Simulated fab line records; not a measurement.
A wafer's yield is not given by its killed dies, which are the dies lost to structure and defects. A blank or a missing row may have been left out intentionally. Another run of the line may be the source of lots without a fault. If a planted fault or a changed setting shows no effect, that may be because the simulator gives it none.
What tool caused it? + flow berkeley cmos170 + 42 wafers from 14 lots sampled at 4 of the route's 331 steps

== WHAT EACH GAUGE READ, for each wafer ==
UCB170_PWELL_TW_MEAS_17.
| lot  | measured    | on            | PWELL_TW          |
|------|-------------|---------------|-------------------|
| L303 | day 3 09:49 | film metro-01 | 380.4 380.2 381.4 |
| L305 | day 3 13:22 | film metro-03 | 379.4 379.9 380.4 |
| L306 | day 3 20:21 | film metro-04 | 383.0 382.8 383.7 |
| L307 | day 3 20:11 | film metro-03 | 379.4 381.6 380.7 |
| L308 | day 4 06:58 | film metro-04 | 382.0 385.7 383.1 |
| L311 | day 4 21:58 | film metro-03 | 383.9 383.2 383.2 |
| L316 | day 5 17:54 | film metro-04 | 384.1 385.8 383.5 |
| L315 | day 5 21:02 | film metro-03 | 385.1 384.6 384.9 |
| L320 | day 6 10:07 | film metro-03 | 382.7 384.5 381.8 |
| L321 | day 6 21:56 | film metro-03 | 383.0 381.2 381.7 |
| L322 | day 7 08:47 | film metro-01 | 381.1 384.8 382.2 |
| L323 | day 7 09:04 | film metro-01 | 380.3 382.3 380.3 |
| L324 | day 7 10:25 | film metro-01 | 380.2 377.9 379.2 |
| L326 | day 7 17:40 | film metro-03 | 381.6 381.8 380.4 |

UCB170_SACOX_THK_MEAS_02.
| lot  | measured    | on            | SACOX_OXIDE_THK (nm) |
|------|-------------|---------------|----------------------|
| L303 | day 5 11:53 | film metro-01 | 14.23 14.57 14.16    |
| L305 | day 5 17:25 | film metro-02 | 14.23 14.07 14.17    |
| L306 | day 5 17:25 | film metro-03 | 14.31 14.63 14.10    |
| L307 | day 5 17:25 | film metro-01 | 14.56 14.98 14.60    |
| L308 | day 6 20:37 | film metro-01 | 14.23 14.22 14.53    |
| L311 | day 6 20:37 | film metro-03 | 14.49 14.45 14.42    |
| L320 | day 8 15:43 | film metro-02 | 13.98 14.17 14.00    |
| L321 | day 8 23:51 | film metro-03 | 14.60 14.61 14.85    |
| L322 | day 9 06:10 | film metro-01 | 13.79 13.97 14.14    |
| L323 | day 9 06:10 | film metro-03 | 14.31 14.16 14.24    |
| L324 | day 9 12:26 | film metro-01 | 13.95 14.07 13.90    |
| L326 | day 9 19:16 | film metro-02 | 14.02 13.92 14.05    |

UCB170_SCREENOX_THK_MEAS_02.
| lot  | measured    | on            | SCREENOX_OXIDE_THK (nm) |
|------|-------------|---------------|-------------------------|
| L303 | day 5 16:09 | film metro-02 | 13.9 14.1 14.2          |
| L305 | day 5 22:37 | film metro-02 | 14.1 13.9 14.0          |
| L306 | day 5 22:37 | film metro-04 | 14.3 14.2 14.2          |
| L307 | day 5 22:37 | film metro-01 | 15.0 14.5 14.7          |
| L308 | day 7 01:10 | film metro-04 | 14.8 14.8 14.8          |
| L311 | day 7 01:10 | film metro-02 | 13.6 13.9 13.9          |
| L320 | day 8 20:14 | film metro-02 | 14.2 14.5 14.3          |
| L321 | day 9 08:10 | film metro-02 | 14.1 14.4 14.2          |
| L322 | day 9 08:12 | film metro-04 | 13.7 13.6 13.9          |
| L323 | day 9 08:12 | film metro-01 | 13.8 13.9 13.8          |
| L324 | day 9 17:17 | film metro-01 | 14.2 14.5 14.2          |
| L326 | day 9 23:17 | film metro-01 | 14.5 14.5 14.4          |

== TOOL THAT RAN EACH LOT (tool first, then ch and the chambers of the sampled wafers, then the start) ==
| lot  | UCB170_PWELL_OXIDATION_02    |
|------|------------------------------|
| L303 | furnace-04 ch 0, day 2 23:19 |
| L305 | furnace-02 ch 0, day 3 02:20 |
| L306 | furnace-03 ch 0, day 3 10:10 |
| L307 | furnace-03 ch 0, day 3 10:10 |
| L308 | furnace-04 ch 0, day 3 18:31 |
| L311 | furnace-02 ch 0, day 4 12:26 |
| L316 | furnace-03, day 5 08:28      |
| L315 | furnace-04, day 5 11:53      |
| L320 | furnace-02 ch 0, day 6 01:07 |
| L321 | furnace-04 ch 0, day 6 15:46 |
| L322 | furnace-03 ch 0, day 6 20:36 |
| L323 | furnace-03 ch 0, day 6 20:36 |
| L324 | furnace-04 ch 0, day 7 02:22 |
| L326 | furnace-04 ch 0, day 7 08:43 |
- UCB170_PWELL_OXIDATION_02: target thk 26.4 nm, ox time 1260 s.

== WHAT THE TOOLS THEMSELVES READ (means of the sampled wafers that have a number; where no wafer has one, the mark that the record gives instead) ==
UCB170_PWELL_OXIDATION_02.
| lot  | tool       | ox temp c (C) | ox temp c max | zone power load pct (%) |
|------|------------|---------------|---------------|-------------------------|
| L303 | furnace-04 | 1000.0        | 1003.5        | 38                      |
| L305 | furnace-02 | 1000.3        | 1006.5        | 38                      |
| L306 | furnace-03 | 999.6         | 1005.9        | 31                      |
| L307 | furnace-03 | 999.7         | 1005.0        | 31                      |
| L308 | furnace-04 | 1000.1        | 1003.9        | 37                      |
| L311 | furnace-02 | 1000.4        | 1007.0        | 39                      |
| L316 | furnace-03 | -             | -             | -                       |
| L315 | furnace-04 | -             | -             | -                       |
| L320 | furnace-02 | 1000.2        | 1006.5        | 38                      |
| L321 | furnace-04 | 999.5         | 1003.5        | 37                      |
| L322 | furnace-03 | 999.3         | 1005.7        | 31                      |
| L323 | furnace-03 | 999.4         | 1005.1        | 31                      |
| L324 | furnace-04 | 1000.3        | 1003.4        | 38                      |
| L326 | furnace-04 | 999.8         | 1003.4        | 37                      |

== THE ANSWER, worked out from the rows above alone ==
Rule: what is usual is taken from the lots themselves. The widest of any qualifying gaps counts: lots, ordered by their means at a reading, are off when they make up no more than a third of the lots, leave a main group of 4 or more, and stand apart from it by 3 or more times the standard deviation of that group's means. The tables above print the reading to a certain number of digits; a main group whose means all agree to those digits is not used. Also off: a lot with no number at a reading for which 4 or more lots have one. The other lots that the step has rows for count as sound. After the gauges, taken in route order, come the tools' own readings; for these a lot's mean is taken, as printed above. The first step at which some lot is off is used, and at that step the reading that is off furthest; a lot without a number counts as furthest.
Off, at UCB170_PWELL_OXIDATION_02 on ox temp c: L316, L315. Without a number there: L316, L315. For the main group the mean is 999.9 C and the standard deviation 0.37.
If a tool, at that step or one of the process steps before it, ran each lot that is off and ran no sound lot following the first of them, it fits. Not one of the candidates tried fits.

== WHAT THE SIMULATOR PUT IN ==
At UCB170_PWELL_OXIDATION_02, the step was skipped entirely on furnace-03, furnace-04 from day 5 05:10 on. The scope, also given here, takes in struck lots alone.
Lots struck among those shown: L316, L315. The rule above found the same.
